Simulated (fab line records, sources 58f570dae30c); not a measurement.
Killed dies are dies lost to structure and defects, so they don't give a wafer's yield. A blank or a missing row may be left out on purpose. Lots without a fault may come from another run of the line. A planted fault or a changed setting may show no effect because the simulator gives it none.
Tool commonality check | flow berkeley_cmos170 | 13 lots, 38 wafers sampled

WHY IT WAS OPENED
At UCB170_M1_RS_MEAS_01 the reading M1_AL_RS is flagged on 1 of 13 lots. Wafers without a fault read 0.0482 ohm/sq, standard deviation 0.00039.
Rule: a lot is flagged when every wafer of it that has a number lies more than 4 standard deviations from that mean, or none has a number. The other lots count as sound.

lot  | measured     | on            | M1_AL_RS (ohm/sq), wafer by wafer | flag
L460 | day 7 07:07  | film_metro-02 | 0.0481 0.0486 0.0482              |
L459 | day 7 09:00  | film_metro-01 | 0.0485 0.0482 0.0477              |
L462 | day 8 04:12  | film_metro-01 | 0.0485 0.0487 0.0484              |
L463 | day 8 04:14  | film_metro-04 | 0.0476 0.0481 0.0480              |
L465 | day 8 23:30  | film_metro-01 | 0.0480 0.0481 0.0485              |
L466 | day 8 23:48  | film_metro-01 | 0.0480 0.0482 0.0482              |
L467 | day 9 02:29  | film_metro-02 | 0.0481 0.0477 0.0480              |
L470 | day 10 02:34 | film_metro-02 | 0.0491 0.0486 0.0493              |
L473 | day 10 02:34 | film_metro-01 | 0.0480 0.0482 0.0477              |
L474 | day 10 11:13 | film_metro-04 | 0.0487 0.0487 0.0481              |
L481 | day 11 10:14 | film_metro-01 | 0.0486 0.0484 0.0483              |
L482 | day 11 12:12 | film_metro-01 | 0.0478 0.0476 0.0477              |
L480 | day 11 12:32 | film_metro-04 | 0.1086 0.1086                     | FLAGGED
The numbers of the flagged lots are 0.1086 ohm/sq on average: +0.0604 ohm/sq against the usual, or +99 or more standard deviations.

WHICH TOOL RAN EACH LOT
The record holds 2 process steps before the reading, out of a route of 331 steps. In each cell: the tool, then ch and the chambers that the sampled wafers went through, then the start.
lot  | flag    | UCB170_CONTACT_STRIP_06              | UCB170_M1_SPUTTER_00
L460 |         | plasma_asher-02 ch 0, day 7 05:02    | pvd_sputter-03, day 7 07:03
L459 |         | plasma_asher-04 ch 0,1, day 7 06:49  | pvd_sputter-03, day 7 08:56
L462 |         | plasma_asher-01 ch 0,1, day 8 01:38  | pvd_sputter-04, day 8 04:08
L463 |         | plasma_asher-02 ch 0,1, day 8 01:44  | pvd_sputter-03, day 8 04:08
L465 |         | plasma_asher-01 ch 0,1, day 8 21:25  | pvd_sputter-03, day 8 23:26
L466 |         | plasma_asher-04 ch 0,1, day 8 21:30  | pvd_sputter-01, day 8 23:43
L467 |         | plasma_asher-01 ch 1, day 9 00:00    | pvd_sputter-01, day 9 02:25
L470 |         | plasma_asher-02 ch 0,1, day 9 19:40  | pvd_sputter-04, day 10 02:30
L473 |         | plasma_asher-02 ch 0,1, day 9 21:08  | pvd_sputter-01, day 10 02:30
L474 |         | plasma_asher-01 ch 0,1, day 10 08:53 | pvd_sputter-04, day 10 11:09
L481 |         | plasma_asher-04 ch 0,1, day 11 07:43 | pvd_sputter-01, day 11 10:11
L482 |         | plasma_asher-02 ch 0,1, day 11 09:29 | pvd_sputter-04, day 11 12:07
L480 | FLAGGED | plasma_asher-01 ch 0, day 11 09:32   | pvd_sputter-03, day 11 12:26
What these steps do:
- UCB170_CONTACT_STRIP_06: strips in O2.
- UCB170_M1_SPUTTER_00: material Al, target thk 600 nm, time 80 s.
- UCB170_M1_RS_MEAS_01: measures by four-point-probe.

FLAGGED OVER TOTAL, TOOL BY TOOL (the gauges that took the reading come last)
step                    | tool            | lots run | flagged | share of the flagged lots | sound lots run after its first flagged lot
UCB170_CONTACT_STRIP_06 | plasma_asher-01 | 5        | 1       | all                       | 0
UCB170_CONTACT_STRIP_06 | plasma_asher-02 | 5        | 0       | none                      | -
UCB170_CONTACT_STRIP_06 | plasma_asher-04 | 3        | 0       | none                      | -
UCB170_M1_SPUTTER_00    | pvd_sputter-01  | 4        | 0       | none                      | -
UCB170_M1_SPUTTER_00    | pvd_sputter-03  | 5        | 1       | all                       | 0
UCB170_M1_SPUTTER_00    | pvd_sputter-04  | 4        | 0       | none                      | -
UCB170_M1_RS_MEAS_01    | film_metro-01   | 7        | 0       | none                      | -
UCB170_M1_RS_MEAS_01    | film_metro-02   | 3        | 0       | none                      | -
UCB170_M1_RS_MEAS_01    | film_metro-04   | 3        | 1       | all                       | 0

WHAT THE TABLE ALLOWS
3 rows of the table ran every flagged lot: plasma_asher-01 at UCB170_CONTACT_STRIP_06, pvd_sputter-03 at UCB170_M1_SPUTTER_00, film_metro-04 at UCB170_M1_RS_MEAS_01.
- plasma_asher-01 at UCB170_CONTACT_STRIP_06: 1 of its 5 lots flagged. Its last sound lot is L474 (day 10 08:53), its first flagged lot L480 (day 11 09:32): a fault that began between those two fits.
- pvd_sputter-03 at UCB170_M1_SPUTTER_00: 1 of its 5 lots flagged. Its last sound lot is L465 (day 8 23:26), its first flagged lot L480 (day 11 12:26): a fault that began between those two fits.
- film_metro-04 at UCB170_M1_RS_MEAS_01: 1 of its 3 lots flagged. Its last sound lot is L474 (day 10 11:13), its first flagged lot L480 (day 11 12:32): a fault that began between those two fits.
Counting lots can't tell these 3 tools apart, because each fits a fault that began at some hour. More lots, or a look at what each step does to the wafer, might.

WHAT THE SIMULATOR HAD PUT IN
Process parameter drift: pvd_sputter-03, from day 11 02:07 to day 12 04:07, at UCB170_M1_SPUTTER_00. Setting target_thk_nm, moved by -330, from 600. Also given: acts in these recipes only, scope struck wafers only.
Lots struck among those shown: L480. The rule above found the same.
